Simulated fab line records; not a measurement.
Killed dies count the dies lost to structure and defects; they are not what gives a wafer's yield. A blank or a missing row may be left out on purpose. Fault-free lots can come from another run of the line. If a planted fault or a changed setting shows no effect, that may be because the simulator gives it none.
A single fault, viewed from 2 desks ; flow rit cmos ; numbers are kept per desk, each desk with only its own; the story behind them comes last

== METROLOGY DESK ==
What the gauges read for every lot (on any tool): the sampled wafers with a number, averaged. Marked OUT: a lot whose mean sits more than 4 standard deviations from the usual mean, which makes it out of limits; the brackets give that distance.
Columns: A = PRETRO_TW at RIT_PRETRO_TW_MEAS_10, usual 476
lot;first seen here;A
L169;day 2 22:35;480
L170;day 3 04:08;479
L171;day 3 09:08;469
L172;day 3 12:46;469
L174;day 3 20:00;479
L177;day 4 14:27;479
L178;day 4 23:21;479
L179;day 5 04:20;477
L180;day 5 10:54;468
L181;day 5 11:19;478
L182;day 5 18:29;468
L183;day 6 00:49;422 (-13) OUT
L184;day 6 06:30;477
L187;day 6 15:18;421 (-13) OUT
This desk reports L183, L187 out of limits; the earliest was L183 at day 6 00:49 (PRETRO_TW at RIT_PRETRO_TW_MEAS_10). In limits: L169, L170, L171, L172, L174, L177, L178, L179, L180, L181, L182, L184.

== FOR THE TOOL OWNER'S DESK: implanter-02 ==
The tool's own readings at RIT_PRETRO_IMPLANT_08, given as means over the sampled wafers that have a number, one for each lot that went through this tool. Marked OUT: a lot whose mean sits more than 4 standard deviations from the usual mean, which makes it out of limits; the brackets give that distance.
Columns: A = dose ions cm2 at RIT_PRETRO_IMPLANT_08, usual 1.2e+13; B = faraday current uA at RIT_PRETRO_IMPLANT_08, usual 38.1
lot;first seen here;A;B
L169;day 2 22:11;1.2e+13;38.6
L170;day 3 03:49;1.2e+13;38.1
L174;day 3 19:43;1.2e+13;39.1
L178;day 4 23:01;1.2e+13;38.8
L180;day 5 10:34;1.2e+13;37.9
L181;day 5 11:00;1.2e+13;37.6
L183;day 6 00:30;8.0e+12 (-99 or more) OUT;25.7 (-17) OUT
L187;day 6 14:52;8.0e+12 (-99 or more) OUT;25.4 (-17) OUT
Finding of this desk: L183, L187 out of limits; the first was L183 at day 6 00:30, on dose ions cm2 at RIT_PRETRO_IMPLANT_08. In limits: L169, L170, L174, L178, L180, L181.

== ALL TOGETHER ==
The tool owner's desk could have raised an alarm at day 6 00:30, on L183, L187.
The metrology desk could have raised an alarm at day 6 00:49, on L183, L187.
Every lot named ran RIT_PRETRO_IMPLANT_08 on implanter-02.

== WHAT THE SIMULATOR HAD INSERTED ==
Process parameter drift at RIT_PRETRO_IMPLANT_08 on implanter-02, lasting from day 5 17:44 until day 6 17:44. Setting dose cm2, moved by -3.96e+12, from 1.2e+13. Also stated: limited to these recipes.
Lots struck among those shown: L183, L187.
Fault start to first reading out of limits, in hours, per desk: tool owner, 7; metrology, 7.
